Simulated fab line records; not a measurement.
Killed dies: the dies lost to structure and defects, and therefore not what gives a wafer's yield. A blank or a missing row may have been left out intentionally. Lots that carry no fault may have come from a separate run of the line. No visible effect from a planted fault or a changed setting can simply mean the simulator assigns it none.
A lot that was struck, set against a sound lot	flow ritCmos	14 out of 202 route steps
Sound: these wafers, L552.3, L552.5, L552.6. Wafers L571.2, L571.3, L571.4 were the ones struck. The cause is given at the end.
Each step with rows lists, per side, the tool, then ch with its chambers, then its first start. Under that, the readings that differ: sound wafers	struck wafers	difference of the means	sigmas: that difference in standard deviations of wafers without a fault.
alike: words and numbers the same on both sides, and readings whose means are apart by under 2 such deviations; not compared: readings that were withheld, readings missing a value for some wafer, numbers with overlapping values and no deviation given by the record, and bounds like >300 which may hide the same value.
The two part at a step that has a row with sigmas, a row that says differs or no value, or rows on one side only. Non-overlapping numbers with no deviation appear without sigmas and do not part them. A reading that every wafer of one side lacks parts them only if that side has two wafers or more.

RIT_SILICIDE_RS_MEAS_02: measurement is done with a four-point probe.
  sound: filmMetro-04 at day 3 15:58; struck: filmMetro-03 at day 7 13:18
  alike: SILICIDE_TI_RS
RIT_SILICIDE_THK_MEAS_03: measures by xrf.
  sound: filmMetro-04 at day 3 16:04; struck: filmMetro-03 at day 7 13:25
  alike: SILICIDE_TI_THK
RIT_SILICIDE_RTA_04: time 10 s, ramp up 5 s, ramp down 5 s.
  sound on rtpAnneal-02 ch 0, day 3 16:08; struck on rtpAnneal-02 ch 0, day 7 13:28
  alike: wafer_temp_C_max
then, 1 step without rows for these wafers: RIT_SILICIDE_WET_ETCH_05 (etches Ti in SPM, time 120 s).
RIT_SILICIDE_RTA_06: time 10.37 s, ramp up 5 s, ramp down 10 s.
  sound on rtpAnneal-02 ch 0, day 3 16:14; struck on rtpAnneal-01 ch 0, day 7 13:35
  alike: wafer_temp_C_max
RIT_CONTACT_CVD_00: deposits SiO2 from TEOS, target thk 400 nm, time 61 s.
  sound on pecvd-03 ch 0,2, day 3 16:19; struck on pecvd-01 ch 0,2, day 7 13:38
  alike: heaterPowerW
RIT_CONTACT_THK_MEAS_01:
  sound: filmMetro-01 at day 3 16:23; struck: filmMetro-03 at day 7 13:42
  alike: CONTACT_TEOS_THK
then, 5 steps without rows for these wafers: RIT_CONTACT_HMDS_02 (prime time 60 s); RIT_CONTACT_COAT_03 (resist thk 1000 nm); RIT_CONTACT_SOFTBAKE_04 (time 60 s); RIT_CONTACT_EXPOSE_05 (exposes mask M11, target cd 1000 nm); RIT_CONTACT_PEB_06.
RIT_CONTACT_DEVELOP_07: develop time 120 s.
  struck on lithoTrack-03, day 7 14:00; sound on lithoTrack-02 ch 0, day 3 17:00
  no value came back on the struck wafers for chillPlateTempC (C), developTimeS (s); on the sound wafers chillPlateTempC (C) reads 23.14 22.99 23.14
RIT_CONTACT_CD_MEAS_08 targets a cd of 1000 nm.
  sound: cdSem-01 at day 3 17:33; struck: cdSem-01 at day 7 14:52
reading	sound	struck	difference	sigmas
cdNm (nm)	999.4 998.4 999.4	- - -	no value on the struck wafers	

== WHERE THEY PART ==
At RIT_CONTACT_DEVELOP_07 first; at RIT_CONTACT_CD_MEAS_08 last (within this record only).

WHY: the cause the simulator had injected
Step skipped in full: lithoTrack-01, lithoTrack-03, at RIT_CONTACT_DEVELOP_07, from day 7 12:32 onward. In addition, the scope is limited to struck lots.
